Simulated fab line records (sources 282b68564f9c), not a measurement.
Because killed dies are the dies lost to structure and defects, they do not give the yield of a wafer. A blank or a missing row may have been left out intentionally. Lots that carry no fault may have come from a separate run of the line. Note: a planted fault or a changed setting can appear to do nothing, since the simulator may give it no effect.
Comparing a struck lot with a sound one | flow ritCmos | 17 out of 202 route steps
Sound: the wafers L278.3, L278.4, L278.6. Struck: wafers L281.1, L281.4, L281.5. Last of all comes the cause.
For every step that has rows: the tool of each side, followed by ch and its chambers, followed by its first start. Under that, the readings that differ: sound wafers | struck wafers | difference of the means | sigmas: that difference in standard deviations of wafers without a fault.
alike: readings whose means differ by less than 2 such deviations, and words and numbers that are the same on both sides. not compared: withheld readings, readings that some wafer has no value for, bounds like >300 that may hide the same value, and numbers for which the record gives no deviation and whose values overlap.
Wherever a step has rows on one side only, a row that says differs or no value, or a row with sigmas, the two part there. Numbers that don't overlap but have no deviation are shown without sigmas and don't part them. A reading that every wafer of one side lacks parts them only if that side has two wafers or more.

first, 1 step without rows for these wafers: RIT_PRETRO_DEVELOP_05 (develop time 68 s).
RIT_PRETRO_OVL_MEAS_06:
  sound: overlay-01 at day 2 23:47; struck: overlay-01 at day 3 12:29
  alike: PRETRO_OVL
then, 2 steps without rows for these wafers: RIT_PRETRO_HARDBAKE_07 (time 120 s); RIT_PRETRO_IMPLANT_08.
RIT_PRETRO_STRIP_09: strips in O2, time 180 s.
  sound on plasmaAsher-01 ch 0,1, day 3 00:16; struck on plasmaAsher-04 ch 0,1, day 3 12:56
  alike: drypumpMotorCurrentA
  not compared: rfHoursCounterH
RIT_PRETRO_TW_MEAS_10:
  sound: filmMetro-04 at day 3 00:24; struck: filmMetro-01 at day 3 13:06
  alike: PRETRO_TW
then, 5 steps without rows for these wafers: RIT_GATE_WET_ETCH_00 (etches SiO2 in BOE, target depth 56 nm, time 60 s); RIT_GATE_CLEAN_01 (cleans in SC1, time 600 s); RIT_GATE_CLEAN_02 (cleans in dHF, time 30 s); RIT_GATE_CLEAN_03 (cleans in SC2, time 600 s); RIT_GATE_CLEAN_04 (cleans in dHF, time 60 s).
RIT_FOX2_THK_MEAS_91:
  sound: filmMetro-03 at day 3 00:55; struck: filmMetro-03 at day 3 13:37
reading                     | sound       | struck      | difference | sigmas
FIELD_OXIDE_LEFT_2_THK (nm) | 258 255 258 | 244 240 248 | -13        | -2
RIT_GATE_OXIDATION_05: target thk 3 nm, ox time 270 s.
  sound on furnace-03 ch 0, day 3 00:57; struck on furnace-03 ch 0, day 3 14:03
reading                                    | sound                | struck               | difference | sigmas
spikeTcCentreC (C)                         | 902.6 902.4 903.0    | 907.9 909.3 908.6    | +5.9       | +6
spikeTcLoadC (C)                           | 927.2 926.3 927.2    | 933.0 932.4 932.9    | +5.9       | +3
spikeTcSourceC (C)                         | 920.5 920.2 919.6    | 927.1 925.3 924.1    | +5.4       | +3
tubeCenterTempC (C)                        | 899.91 900.07 900.03 | 905.66 905.59 905.68 | +5.64      | +70
tube_center_temp_C_max                     | 902.1 901.9 902.4    | 907.5 907.5 908.6    | +5.7       | +16
model.SiO2_of_GATE_OXIDATION_05.thkNm (nm) | 3.017 3.024 3.021    | 3.227 3.229 3.179    | +0.191     | 
then, 1 step without rows for these wafers: RIT_GATE_ANNEAL_06 (time 600 s).
RIT_GATE_THK_MEAS_07:
  sound: filmMetro-02 at day 3 02:17; struck: filmMetro-01 at day 3 15:23
reading             | sound          | struck         | difference | sigmas
GATE_OXIDE_THK (nm) | 3.01 3.05 3.08 | 3.25 3.25 3.12 | +0.16      | +3
then, 1 step without rows for these wafers: RIT_GATE_CVD_08 (deposits poly-Si from SiH4, target thk 250 nm, time 2220 s).
RIT_M1_PROBE_99:
  sound: prober-01 at day 4 01:35; struck: prober-02 at day 4 14:51
reading                          | sound             | struck            | difference | sigmas
model.etest.pmos_0p3.rOnOhmUm    | 6262 6344 6298    | 6597 6531 6467    | +230       | 
model.etest.nmos_0p3.rOnOhmUm    | 2165 2204 2184    | 2284 2272 2245    | +83        | 
model.etest.nmosNarrow.driveUaUm | 221.6 218.7 221.1 | 206.8 206.7 212.8 | -11.7      | 
model.etest.nmos_0p3.driveUaUm   | 224.2 222.5 221.6 | 206.4 204.7 210.8 | -15.5      | 
model.etest.pmos_0p3.driveUaUm   | 100.2 99.14 100.5 | 93.6 94.52 94.44  | -5.8       | 
  alike: killed_at_M0_to_M3, killedAtFrontEnd, killedDies, killedOpen, killedShort
  not compared: model.etest.nmos_0p15.driveUaUm, model.etest.pmos_0p15.driveUaUm, model.etest.pmosTurned.driveUaUm

WHERE THEY PART
First at RIT_FOX2_THK_MEAS_91; last, within this record, at RIT_GATE_THK_MEAS_07. Later steps at which nothing parts them and some readings are alike: RIT_M1_PROBE_99.

WHY: what the simulator had put in
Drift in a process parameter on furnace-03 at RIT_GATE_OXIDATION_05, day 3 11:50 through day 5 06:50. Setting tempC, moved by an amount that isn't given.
